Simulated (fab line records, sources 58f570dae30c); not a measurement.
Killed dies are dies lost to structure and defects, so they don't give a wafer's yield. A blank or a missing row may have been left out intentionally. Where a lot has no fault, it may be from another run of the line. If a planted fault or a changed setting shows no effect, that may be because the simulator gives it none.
Which of the tools did it? :: flow berkeley_cmos170 :: 15 lots with 45 wafers sampled at 4 steps, on a route of 331 steps

## WHAT EACH GAUGE READ, for each wafer
UCB170_PWELL_TW_MEAS_17. Usual: PWELL_TW typically reads 378.9, with standard deviation 2.1.
lot: L951
measured: day 3 04:44
on: film_metro-04
PWELL_TW: 377.1 378.4 378.0
flag: 

lot: L952
measured: day 3 14:03
on: film_metro-04
PWELL_TW: 377.0 376.7 378.9
flag: 

lot: L953
measured: day 3 13:45
on: film_metro-02
PWELL_TW: 382.5 382.6 381.5
flag: 

lot: L954
measured: day 4 04:26
on: film_metro-03
PWELL_TW: 379.8 377.9 377.1
flag: 

lot: L955
measured: day 4 05:01
on: film_metro-02
PWELL_TW: 377.7 377.2 378.5
flag: 

lot: L956
measured: day 4 04:38
on: film_metro-02
PWELL_TW: 379.9 379.2 378.4
flag: 

lot: L957
measured: day 4 09:26
on: film_metro-02
PWELL_TW: 379.1 379.1 379.4
flag: 

lot: L958
measured: day 4 18:58
on: film_metro-03
PWELL_TW: 378.6 378.0 378.7
flag: 

lot: L959
measured: day 4 19:10
on: film_metro-02
PWELL_TW: 378.3 378.7 378.8
flag: 

lot: L960
measured: day 4 19:14
on: film_metro-04
PWELL_TW: 375.2 374.3 375.7
flag: 

lot: L965
measured: day 6 04:45
on: film_metro-02
PWELL_TW: 384.0 381.3 381.6
flag: 

lot: L967
measured: day 6 19:31
on: film_metro-04
PWELL_TW: 376.8 376.6 378.7
flag: 

lot: L968
measured: day 6 19:46
on: film_metro-03
PWELL_TW: 377.5 376.1 378.1
flag: 

lot: L973
measured: day 8 00:05
on: film_metro-03
PWELL_TW: 378.6 378.8 378.1
flag: 

lot: L974
measured: day 8 06:07
on: film_metro-02
PWELL_TW: 383.8 382.4 381.9
flag: 

UCB170_ACTIVE_OVL_MEAS_14. Usual: ACTIVE_OVL typically reads -1 nm, with standard deviation 4.9.
lot: L951
measured: day 4 12:11
on: overlay-01
ACTIVE_OVL (nm): -3 -3 0
flag: 

lot: L952
measured: day 4 20:09
on: overlay-01
ACTIVE_OVL (nm): -4 0 -3
flag: 

lot: L953
measured: day 4 20:19
on: overlay-01
ACTIVE_OVL (nm): -3 -2 5
flag: 

lot: L954
measured: day 5 13:06
on: overlay-02
ACTIVE_OVL (nm): -8 0 1
flag: 

lot: L955
measured: day 5 12:57
on: overlay-01
ACTIVE_OVL (nm): 2 -1 -2
flag: 

lot: L956
measured: day 5 12:41
on: overlay-02
ACTIVE_OVL (nm): -3 -2 -3
flag: 

lot: L957
measured: day 5 16:15
on: overlay-01
ACTIVE_OVL (nm): -2 -7 -1
flag: 

lot: L958
measured: day 6 01:21
on: overlay-01
ACTIVE_OVL (nm): 1 -4 -3
flag: 

lot: L959
measured: day 6 00:48
on: overlay-02
ACTIVE_OVL (nm): -9 -6 -7
flag: 

lot: L960
measured: day 6 01:04
on: overlay-02
ACTIVE_OVL (nm): -7 -9 -10
flag: 

lot: L965
measured: day 7 13:16
on: overlay-01
ACTIVE_OVL (nm): - - -
flag: OFF

lot: L967
measured: day 8 11:29
on: overlay-02
ACTIVE_OVL (nm): - - -
flag: OFF

lot: L968
measured: day 8 03:27
on: overlay-02
ACTIVE_OVL (nm): - - -
flag: OFF

lot: L973
measured: day 9 12:02
on: overlay-01
ACTIVE_OVL (nm): 4 9 -5
flag: 

lot: L974
measured: day 9 18:31
on: overlay-02
ACTIVE_OVL (nm): 0 9 9
flag: 

## TOOL THAT RAN EACH LOT (tool first, then ch and the chambers of the sampled wafers, then the start)
lot: L951
UCB170_NWELL_ETCH_13: rie_diel-02 ch 0,3, day 2 10:16
UCB170_ACTIVE_DEVELOP_12: litho_track-02 ch 0, day 4 11:00

lot: L952
UCB170_NWELL_ETCH_13: rie_diel-03 ch 2,3, day 2 20:56
UCB170_ACTIVE_DEVELOP_12: litho_track-01 ch 0, day 4 19:00

lot: L953
UCB170_NWELL_ETCH_13: rie_diel-02 ch 1,2, day 2 21:11
UCB170_ACTIVE_DEVELOP_12: litho_track-02 ch 0, day 4 20:00

lot: L954
UCB170_NWELL_ETCH_13: rie_diel-03 ch 0,1,2, day 3 05:25
UCB170_ACTIVE_DEVELOP_12: litho_track-04 ch 0, day 5 12:00

lot: L955
UCB170_NWELL_ETCH_13: rie_diel-02 ch 2,3, day 3 11:58
UCB170_ACTIVE_DEVELOP_12: litho_track-01 ch 0, day 5 12:00

lot: L956
UCB170_NWELL_ETCH_13: rie_diel-01 ch 0,1,3, day 3 12:14
UCB170_ACTIVE_DEVELOP_12: litho_track-01 ch 0, day 5 12:00

lot: L957
UCB170_NWELL_ETCH_13: rie_diel-01 ch 0,2,3, day 3 15:49
UCB170_ACTIVE_DEVELOP_12: litho_track-04 ch 0, day 5 16:00

lot: L958
UCB170_NWELL_ETCH_13: rie_diel-01 ch 0,1,3, day 4 01:30
UCB170_ACTIVE_DEVELOP_12: litho_track-04 ch 0, day 6 01:00

lot: L959
UCB170_NWELL_ETCH_13: rie_diel-03 ch 1,3, day 4 01:35
UCB170_ACTIVE_DEVELOP_12: litho_track-04 ch 0, day 6 00:00

lot: L960
UCB170_NWELL_ETCH_13: rie_diel-02 ch 2,3, day 4 01:49
UCB170_ACTIVE_DEVELOP_12: litho_track-04 ch 0, day 6 00:00

lot: L965
UCB170_NWELL_ETCH_13: rie_diel-03 ch 0,1, day 5 09:49
UCB170_ACTIVE_DEVELOP_12: litho_track-01, day 7 13:00

lot: L967
UCB170_NWELL_ETCH_13: rie_diel-02 ch 1,2, day 5 20:11
UCB170_ACTIVE_DEVELOP_12: litho_track-04, day 8 11:00

lot: L968
UCB170_NWELL_ETCH_13: rie_diel-03 ch 0,2,3, day 5 20:27
UCB170_ACTIVE_DEVELOP_12: litho_track-02, day 8 03:00

lot: L973
UCB170_NWELL_ETCH_13: rie_diel-02 ch 0,2, day 7 03:49
UCB170_ACTIVE_DEVELOP_12: litho_track-01 ch 0, day 9 11:00

lot: L974
UCB170_NWELL_ETCH_13: rie_diel-03 ch 2,3, day 7 11:31
UCB170_ACTIVE_DEVELOP_12: litho_track-02 ch 0, day 9 18:00
- UCB170_NWELL_ETCH_13: etches Si3N4 in CH3F/Ar/O2, stops on SiO2, target depth 246.4 nm, time 154 s.
- UCB170_ACTIVE_DEVELOP_12: develop time 45 s.

## AS READ BY THE TOOLS THEMSELVES (means over the sampled wafers that have a number; for cases with no such wafer, the mark the record gives instead)
UCB170_NWELL_ETCH_13. Usual: chamber_pressure_mTorr 50.00 mTorr, standard deviation 0.05; drypump_motor_current_A 5.5 A, standard deviation 0.31; oes_product_au 0.939 a.u., standard deviation 0.013; throttle_valve_pct 8.07 %, standard deviation 0.1.
lot: L951
tool: rie_diel-02
chamber_pressure_mTorr (mTorr): 49.98
drypump_motor_current_A (A): 5.8
oes_product_au (a.u.): 0.947
throttle_valve_pct (%): 8.03
flag: 

lot: L952
tool: rie_diel-03
chamber_pressure_mTorr (mTorr): 49.95
drypump_motor_current_A (A): 5.4
oes_product_au (a.u.): 0.945
throttle_valve_pct (%): 8.12
flag: 

lot: L953
tool: rie_diel-02
chamber_pressure_mTorr (mTorr): 50.01
drypump_motor_current_A (A): 5.5
oes_product_au (a.u.): 0.930
throttle_valve_pct (%): 8.06
flag: 

lot: L954
tool: rie_diel-03
chamber_pressure_mTorr (mTorr): 49.99
drypump_motor_current_A (A): 5.6
oes_product_au (a.u.): 0.939
throttle_valve_pct (%): 8.14
flag: 

lot: L955
tool: rie_diel-02
chamber_pressure_mTorr (mTorr): 50.03
drypump_motor_current_A (A): 5.8
oes_product_au (a.u.): 0.927
throttle_valve_pct (%): 8.00
flag: 

lot: L956
tool: rie_diel-01
chamber_pressure_mTorr (mTorr): 50.00
drypump_motor_current_A (A): 5.3
oes_product_au (a.u.): 0.943
throttle_valve_pct (%): 8.06
flag: 

lot: L957
tool: rie_diel-01
chamber_pressure_mTorr (mTorr): 50.02
drypump_motor_current_A (A): 5.4
oes_product_au (a.u.): 0.931
throttle_valve_pct (%): 8.06
flag: 

lot: L958
tool: rie_diel-01
chamber_pressure_mTorr (mTorr): 50.01
drypump_motor_current_A (A): 5.3
oes_product_au (a.u.): 0.955
throttle_valve_pct (%): 8.06
flag: 

lot: L959
tool: rie_diel-03
chamber_pressure_mTorr (mTorr): 49.99
drypump_motor_current_A (A): 5.3
oes_product_au (a.u.): 0.942
throttle_valve_pct (%): 7.95
flag: 

lot: L960
tool: rie_diel-02
chamber_pressure_mTorr (mTorr): 50.01
drypump_motor_current_A (A): 5.8
oes_product_au (a.u.): 0.928
throttle_valve_pct (%): 8.02
flag: 

lot: L965
tool: rie_diel-03
chamber_pressure_mTorr (mTorr): 49.97
drypump_motor_current_A (A): 5.5
oes_product_au (a.u.): 0.950
throttle_valve_pct (%): 8.04
flag: 

lot: L967
tool: rie_diel-02
chamber_pressure_mTorr (mTorr): 50.03
drypump_motor_current_A (A): 5.5
oes_product_au (a.u.): 0.932
throttle_valve_pct (%): 8.10
flag: 

lot: L968
tool: rie_diel-03
chamber_pressure_mTorr (mTorr): 50.06
drypump_motor_current_A (A): 5.5
oes_product_au (a.u.): 0.930
throttle_valve_pct (%): 8.12
flag: 

lot: L973
tool: rie_diel-02
chamber_pressure_mTorr (mTorr): 50.00
drypump_motor_current_A (A): 5.4
oes_product_au (a.u.): 0.927
throttle_valve_pct (%): 8.06
flag: 

lot: L974
tool: rie_diel-03
chamber_pressure_mTorr (mTorr): 50.04
drypump_motor_current_A (A): 5.2
oes_product_au (a.u.): 0.933
throttle_valve_pct (%): 8.02
flag: 

UCB170_ACTIVE_DEVELOP_12. Usual: chill_plate_temp_C 22.99 C, standard deviation 0.11; exhaust_pa 45.2 Pa, standard deviation 0.85.
lot: L951
tool: litho_track-02
chill_plate_temp_C (C): 23.02
exhaust_pa (Pa): 44.6
flag: 

lot: L952
tool: litho_track-01
chill_plate_temp_C (C): 22.94
exhaust_pa (Pa): 45.2
flag: 

lot: L953
tool: litho_track-02
chill_plate_temp_C (C): 22.97
exhaust_pa (Pa): 44.2
flag: 

lot: L954
tool: litho_track-04
chill_plate_temp_C (C): 22.96
exhaust_pa (Pa): 45.5
flag: 

lot: L955
tool: litho_track-01
chill_plate_temp_C (C): 23.02
exhaust_pa (Pa): 44.0
flag: 

lot: L956
tool: litho_track-01
chill_plate_temp_C (C): 22.93
exhaust_pa (Pa): 46.3
flag: 

lot: L957
tool: litho_track-04
chill_plate_temp_C (C): 22.97
exhaust_pa (Pa): 44.8
flag: 

lot: L958
tool: litho_track-04
chill_plate_temp_C (C): 22.96
exhaust_pa (Pa): 43.3
flag: 

lot: L959
tool: litho_track-04
chill_plate_temp_C (C): 23.24
exhaust_pa (Pa): 46.1
flag: 

lot: L960
tool: litho_track-04
chill_plate_temp_C (C): 22.95
exhaust_pa (Pa): 45.0
flag: 

lot: L965
tool: litho_track-01
chill_plate_temp_C (C): -
exhaust_pa (Pa): -
flag: OFF

lot: L967
tool: litho_track-04
chill_plate_temp_C (C): -
exhaust_pa (Pa): -
flag: OFF

lot: L968
tool: litho_track-02
chill_plate_temp_C (C): -
exhaust_pa (Pa): -
flag: OFF

lot: L973
tool: litho_track-01
chill_plate_temp_C (C): 23.05
exhaust_pa (Pa): 45.1
flag: 

lot: L974
tool: litho_track-02
chill_plate_temp_C (C): 22.87
exhaust_pa (Pa): 44.6
flag: 

## THE ANSWER, worked out from the rows above alone
Rule: a lot counts as off when the mean over its wafers that have a number is more than 3 standard deviations away from the usual mean. Also off: a lot with no number at a reading for which 4 or more lots have one. Any other lot the step has rows for is counted as sound. First the gauges in route order, then the tools' own readings, where a lot's mean is used as printed above. The first step at which some lot is off is used, and at that step the reading that is off furthest; a lot without a number counts as furthest.
Off: at UCB170_ACTIVE_OVL_MEAS_14 (ACTIVE_OVL), L965, L967, L968. Without a number there: L965, L967, L968.
A tool fits if, at a process step before that reading, it ran every lot that is off, and no sound lot after the first of them. The gauges at UCB170_ACTIVE_OVL_MEAS_14 aren't tried: what is off there is off at UCB170_ACTIVE_DEVELOP_12 too, on other tools, and a gauge's error can't cause that. No candidate that was tried fits.

## WHAT THE SIMULATOR HAD INSERTED
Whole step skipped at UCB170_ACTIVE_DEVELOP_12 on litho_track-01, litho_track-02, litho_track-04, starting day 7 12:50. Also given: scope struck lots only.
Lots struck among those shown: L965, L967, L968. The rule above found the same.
